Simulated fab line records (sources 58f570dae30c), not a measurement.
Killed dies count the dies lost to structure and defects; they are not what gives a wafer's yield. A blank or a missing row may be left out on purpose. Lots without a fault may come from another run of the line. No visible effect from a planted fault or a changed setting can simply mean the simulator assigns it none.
One fault seen from 2 desks	flow berkeley_cmos170	what lay behind the numbers comes last; until then each desk has only its own

## DESK OF THE TOOL OWNER: rie_si-02
The tool's own readings at UCB170_GATE_ETCH_15 (etches poly-Si in HBr/Cl2, stops on SiO2, time 56.3 s, target depth 278.2 nm): means of the sampled wafers that have a number, for each lot that ran on this tool. A lot is out of limits, marked OUT, if its mean lies more than 4 standard deviations from the usual mean; the brackets give that distance.
Columns: A = HBr_flow_sccm at UCB170_GATE_ETCH_15, usual 150.0 sccm; B = drypump_motor_current_A at UCB170_GATE_ETCH_15, usual 5.9 A; C = oes_product_au at UCB170_GATE_ETCH_15, usual 0.834 a.u.; D = run_length_s at UCB170_GATE_ETCH_15, usual 84.7 s; E = throttle_valve_pct at UCB170_GATE_ETCH_15, usual 26.50 %
lot	first seen here	A	B	C	D	E
L719	day 7 14:00	150.0	5.5	0.840	84.6	26.59
L721	day 8 11:20	150.0	5.2	0.994 (+10) OUT	62.2 (-55) OUT	26.42
L723	day 8 20:52	150.0	5.8	1.008 (+11) OUT	62.3 (-55) OUT	26.59
L724	day 8 21:41	150.1	5.8	1.018 (+11) OUT	61.9 (-56) OUT	26.59
This desk's verdict: out of limits on L721, L723, L724, starting with L721 at day 8 11:20 (oes_product_au at UCB170_GATE_ETCH_15). L719: within limits.

## FROM THE METROLOGY DESK
Lot by lot, what the gauges showed, no matter which tool ran the lot: averages of those sampled wafers that carry a number. A lot is out of limits, marked OUT, if its mean lies more than 4 standard deviations from the usual mean; the brackets give that distance.
Columns: A = GATE_POLY_THK at UCB170_GATE_THK_MEAS_05, usual 214.4 nm; B = cd_nm at UCB170_GATE_CD_MEAS_12, usual 350.1 nm; C = GATE_OVL at UCB170_GATE_OVL_MEAS_13, usual 1 nm
lot	first seen here	A	B	C
L717	day 7 05:19	215.9	350.6	4
L719	day 7 12:47	217.2	350.2	8
L721	day 8 10:14	215.6	348.3	0
L723	day 8 19:46	214.4	350.3	-3
L724	day 8 19:47	215.4	349.6	3
L732	day 10 03:46	214.0	349.9	1
L734	day 10 10:35	214.3	352.2	6
This desk's verdict: no lot among the 7 shows anything out of limits.

## TAKEN TOGETHER
On L721, L723, L724, at day 8 11:20, an alarm was possible from the tool owner's desk.
Metrology desk: nothing out of limits seen.
The metrology desk has L721, L723, L724 on record, within its limits.
All the named lots went through UCB170_GATE_ETCH_15 on rie_si-02.

## WHAT HAD BEEN PUT IN BY THE SIMULATOR
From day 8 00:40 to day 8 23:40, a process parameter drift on rie_si-02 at UCB170_GATE_ETCH_15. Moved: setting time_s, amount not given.
Shown lots that were struck: L721, L723, L724.
Time in hours from fault onset to the first out-of-limits reading at each desk: the tool owner's desk, 11.
